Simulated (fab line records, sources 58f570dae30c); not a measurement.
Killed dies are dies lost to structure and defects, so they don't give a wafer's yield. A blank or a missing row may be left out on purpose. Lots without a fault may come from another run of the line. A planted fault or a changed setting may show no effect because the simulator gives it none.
Which tool did it? | flow berkeley_cmos170 | 14 lots, 42 wafers sampled, at 3 steps of a route of 331

WHAT THE GAUGES READ, wafer by wafer
UCB170_PVT_TW_MEAS_09. Usual: PVT_TW 515, standard deviation 3.6.
lot  | measured     | on            | PVT_TW      | flag
L315 | day 5 18:23  | film_metro-01 | 519 520 516 |
L317 | day 6 06:37  | film_metro-04 | 512 512 510 |
L316 | day 6 07:07  | film_metro-01 | 518 520 520 |
L320 | day 6 13:11  | film_metro-04 | 511 509 512 |
L318 | day 6 13:22  | film_metro-04 | 511 513 511 |
L321 | day 7 01:59  | film_metro-03 | 516 518 516 |
L325 | day 7 11:25  | film_metro-04 | 510 512 512 |
L328 | day 8 07:37  | film_metro-01 | 520 518 519 |
L329 | day 9 02:38  | film_metro-01 | 31 31 31    | OFF
L330 | day 9 02:51  | film_metro-03 | 30 30 30    | OFF
L332 | day 9 18:14  | film_metro-01 | 515 521 517 |
L331 | day 9 18:29  | film_metro-01 | 518 518 518 |
L336 | day 10 09:18 | film_metro-04 | 511 510 511 |
L338 | day 11 00:29 | film_metro-04 | 514 511 514 |

WHICH TOOL RAN EACH LOT (tool, then ch and the chambers of the sampled wafers, then the start)
lot  | UCB170_NVT_STRIP_08                  | UCB170_PVT_STRIP_08
L315 | plasma_asher-01 ch 0,1, day 5 16:20  | plasma_asher-02 ch 0,1, day 5 18:17
L317 | plasma_asher-04 ch 0,1, day 6 04:50  | plasma_asher-01 ch 0,1, day 6 06:32
L316 | plasma_asher-03 ch 0,1, day 6 05:02  | plasma_asher-02 ch 1, day 6 07:01
L320 | plasma_asher-04 ch 0,1, day 6 10:25  | plasma_asher-02 ch 0,1, day 6 13:05
L318 | plasma_asher-03 ch 0,1, day 6 10:54  | plasma_asher-04 ch 0,1, day 6 13:15
L321 | plasma_asher-03 ch 0,1, day 7 00:23  | plasma_asher-02 ch 0,1, day 7 01:55
L325 | plasma_asher-03 ch 0,1, day 7 09:32  | plasma_asher-02 ch 0,1, day 7 11:17
L328 | plasma_asher-04 ch 0,1, day 8 06:01  | plasma_asher-04 ch 0,1, day 8 07:31
L329 | plasma_asher-01 ch 0, day 9 00:08    | plasma_asher-01 ch 0,1, day 9 02:32
L330 | plasma_asher-04 ch 0,1, day 9 00:24  | plasma_asher-01 ch 0, day 9 02:45
L332 | plasma_asher-04 ch 0,1, day 9 16:13  | plasma_asher-04 ch 0,1, day 9 18:08
L331 | plasma_asher-01 ch 0,1, day 9 16:13  | plasma_asher-01 ch 0,1, day 9 18:23
L336 | plasma_asher-04 ch 0,1, day 10 07:50 | plasma_asher-01 ch 0,1, day 10 09:11
L338 | plasma_asher-04 ch 1, day 10 22:44   | plasma_asher-04 ch 0,1, day 11 00:23
- UCB170_NVT_STRIP_08: strips in O2.
- UCB170_PVT_STRIP_08: strips in O2.

WHAT THE TOOLS THEMSELVES READ (means of the sampled wafers that have a number; where no wafer has one, the mark that the record gives instead)
UCB170_NVT_STRIP_08. Usual: chamber_pressure_mTorr 3500 mTorr, standard deviation 3.1; drypump_motor_current_A 5.7 A, standard deviation 0.44; oes_product_au 0.734 a.u., standard deviation 0.0043; strip_time_to_endpoint_s 21.66 s, standard deviation 0.065.
lot  | tool            | chamber_pressure_mTorr (mTorr) | drypump_motor_current_A (A) | oes_product_au (a.u.) | strip_time_to_endpoint_s (s) | flag
L315 | plasma_asher-01 | 3502                           | 6.1                         | 0.738                 | 21.65                        |
L317 | plasma_asher-04 | 3500                           | 5.4                         | 0.732                 | 21.69                        |
L316 | plasma_asher-03 | 3498                           | 5.8                         | 0.729                 | 21.69                        |
L320 | plasma_asher-04 | 3499                           | 5.5                         | 0.734                 | 21.58                        |
L318 | plasma_asher-03 | 3499                           | 5.4                         | 0.736                 | 21.56                        |
L321 | plasma_asher-03 | 3499                           | 5.8                         | 0.738                 | 21.58                        |
L325 | plasma_asher-03 | 3497                           | 5.4                         | 0.731                 | 21.75                        |
L328 | plasma_asher-04 | 3499                           | 5.5                         | 0.735                 | 21.72                        |
L329 | plasma_asher-01 | -                              | -                           | -                     | -                            | OFF
L330 | plasma_asher-04 | -                              | -                           | -                     | -                            | OFF
L332 | plasma_asher-04 | 3498                           | 5.4                         | 0.737                 | 21.70                        |
L331 | plasma_asher-01 | 3499                           | 6.1                         | 0.729                 | 21.61                        |
L336 | plasma_asher-04 | 3500                           | 5.4                         | 0.733                 | 21.75                        |
L338 | plasma_asher-04 | 3504                           | 5.3                         | 0.737                 | 21.62                        |

UCB170_PVT_STRIP_08. Usual: chamber_pressure_mTorr 3500 mTorr, standard deviation 3.2; drypump_motor_current_A 5.6 A, standard deviation 0.4; oes_product_au 0.735 a.u., standard deviation 0.0045; strip_time_to_endpoint_s 21.67 s, standard deviation 0.086.
lot  | tool            | chamber_pressure_mTorr (mTorr) | drypump_motor_current_A (A) | oes_product_au (a.u.) | strip_time_to_endpoint_s (s) | flag
L315 | plasma_asher-02 | 3500                           | 5.2                         | 0.733                 | 21.54                        |
L317 | plasma_asher-01 | 3500                           | 6.1                         | 0.735                 | 21.61                        |
L316 | plasma_asher-02 | 3501                           | 5.3                         | 0.736                 | 21.64                        |
L320 | plasma_asher-02 | 3501                           | 5.1                         | 0.732                 | 21.70                        |
L318 | plasma_asher-04 | 3503                           | 5.5                         | 0.732                 | 21.65                        |
L321 | plasma_asher-02 | 3501                           | 5.2                         | 0.734                 | 21.62                        |
L325 | plasma_asher-02 | 3499                           | 5.2                         | 0.738                 | 21.57                        |
L328 | plasma_asher-04 | 3497                           | 5.4                         | 0.733                 | 21.73                        |
L329 | plasma_asher-01 | 3499                           | 6.1                         | 0.736                 | 47.88                        | OFF
L330 | plasma_asher-01 | 3501                           | 6.1                         | 0.744                 | 47.91                        | OFF
L332 | plasma_asher-04 | 3499                           | 5.4                         | 0.735                 | 21.63                        |
L331 | plasma_asher-01 | 3501                           | 6.1                         | 0.736                 | 21.78                        |
L336 | plasma_asher-01 | 3501                           | 6.1                         | 0.737                 | 21.67                        |
L338 | plasma_asher-04 | 3501                           | 5.4                         | 0.732                 | 21.63                        |

THE ANSWER, worked out from the rows above alone
Rule: a lot is off if the mean of its wafers that have a number lies more than 3 standard deviations from the usual mean. A lot without any number at a reading at which 4 lots or more have one is off too. The other lots that the step has rows for count as sound. The gauges are gone through in route order, then the tools' own readings, and for those a lot's mean is taken as printed above. The first step at which some lot is off is used, and at that step the reading that is off furthest; a lot without a number counts as furthest.
Off: L329, L330, at UCB170_PVT_TW_MEAS_09 (PVT_TW).
A tool fits if, at a process step before that reading, it ran every lot that is off, and no sound lot after the first of them. The gauges at UCB170_PVT_TW_MEAS_09 aren't tried: what is off there is off at UCB170_NVT_STRIP_08 too, on other tools, and a gauge's error can't cause that. None of those tried fits.

WHAT THE SIMULATOR HAD PUT IN
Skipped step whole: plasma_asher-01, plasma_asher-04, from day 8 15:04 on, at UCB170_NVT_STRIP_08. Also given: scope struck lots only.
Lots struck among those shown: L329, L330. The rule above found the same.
